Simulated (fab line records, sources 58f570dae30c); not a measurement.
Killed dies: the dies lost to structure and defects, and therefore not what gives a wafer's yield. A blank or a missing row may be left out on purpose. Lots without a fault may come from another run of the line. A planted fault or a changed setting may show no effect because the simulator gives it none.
Problem report in the 8D (eight disciplines) form, filled by code | flow berkeleyCmos170 | the parts of the form that need people (team, actions taken, sign-off) are left out

== 1. WHAT WENT WRONG ==
Mean NWELL_TW at UCB170_NWELL_TW_MEAS_16: 1148 over 6 wafers in 2 lots; fault-free wafers: 1250, standard deviation 6. That is -17 standard deviations from the usual mean.
Earliest sighting: wafer L861.2 on filmMetro-03 at day 6 13:45. The record holds 42 wafers of 14 lots with a number at this step. Rule for "out" (also "out of limits"): further than 4 standard deviations from the usual mean. All remaining wafers that have a number are taken as sound.

== 2. WHAT THIS IS AND IS NOT ==
question                    | is                         | is not
which readings at this step | NWELL_TW                   | -
which lots                  | L861, L863                 | L842, L843, L846, L847, L849, L850, L851, L852, L853, L854, L864, L865
which wafers of those lots  | all that have a number     | -
read on which gauges        | filmMetro-01, filmMetro-03 | filmMetro-02
when                        | from day 6 13:45           | up to then (30 sound wafers); but 6 sound wafers of L864, L865 came after

== 3. SUSPECTS, AND WHAT RULES EACH OUT ==
Counting: a tool stays on the suspect list if, at a process step up to the reading, it processed all lots that are out and no sound lot following the first of them.
- the gauge at UCB170_NWELL_TW_MEAS_16: ruled out. 2 gauges (filmMetro-01, filmMetro-03) read the wafers that are out.
- implanter-03 at UCB170_NWELL_IMPLANT_14: kept. It processed each lot that is out, first L861 at day 6 13:31, and no sound lot thereafter; up to then, the last sound lot it processed was L853 at day 5 01:16. Its own readings are out on those wafers: beamOnS, faradayCurrentUA.
- plasmaAsher-01 at UCB170_NWELL_STRIP_15 (strips in O2): ruled out as a lasting fault. Following L861 (day 6 13:38), the first lot on it that is out, the sound lots L865 were run on it.
After counting, what remains is implanter-03 at UCB170_NWELL_IMPLANT_14.

== 4. THE CAUSE (what the simulator had put in) ==
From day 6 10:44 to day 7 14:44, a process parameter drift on implanter-03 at UCB170_NWELL_IMPLANT_14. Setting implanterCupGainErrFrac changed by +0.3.
Counting left only this tool.

== 5. SEQUENCE OF EFFECTS, ordered by route ==
Each row: a reading whose mean over the struck wafers that have a number lies more than 3 standard deviations from the usual. Readings are gone through only where the record gives a usual standard deviation; hours: the median, over the lots, of the time from a lot's start at the first step in this table giving one to that lot's start at this step; sigmas: the change measured in usual standard deviations.
hours | step                    | reading          | usual   | on struck wafers | change | sigmas
0     | UCB170_NWELL_IMPLANT_14 | beamOnS          | 10.00 s | 7.77             | -2.23  | -11
0     | UCB170_NWELL_IMPLANT_14 | faradayCurrentUA | 31.7    | 40.8             | +9.1   | +15
0     | UCB170_NWELL_TW_MEAS_16 | NWELL_TW         | 1250    | 1148             | -102   | -17
Process steps it contains:
- UCB170_NWELL_IMPLANT_14
Later steps that measure or inspect, where all struck wafers having a row at the step show a number for every such reading and not one has moved that far: UCB170_PFIELD_OVL_MEAS_06, UCB170_NVT_TW_MEAS_09.

== 6. WHAT WOULD HAVE CAUGHT IT SOONER ==
In this record the first reading out of limits at a measuring or inspecting step was taken at day 6 13:45, 3 hours after the fault began at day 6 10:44.
At UCB170_NWELL_IMPLANT_14, the tool's own readings (beamOnS, faradayCurrentUA) were out on each struck wafer the step has a row for, so an alarm limit on them would have fired on the first such wafer.
L863, from the lots that are out (2), started UCB170_NWELL_IMPLANT_14 on implanter-03 later than day 6 13:45. A tool hold placed at that time would have kept it from harm.
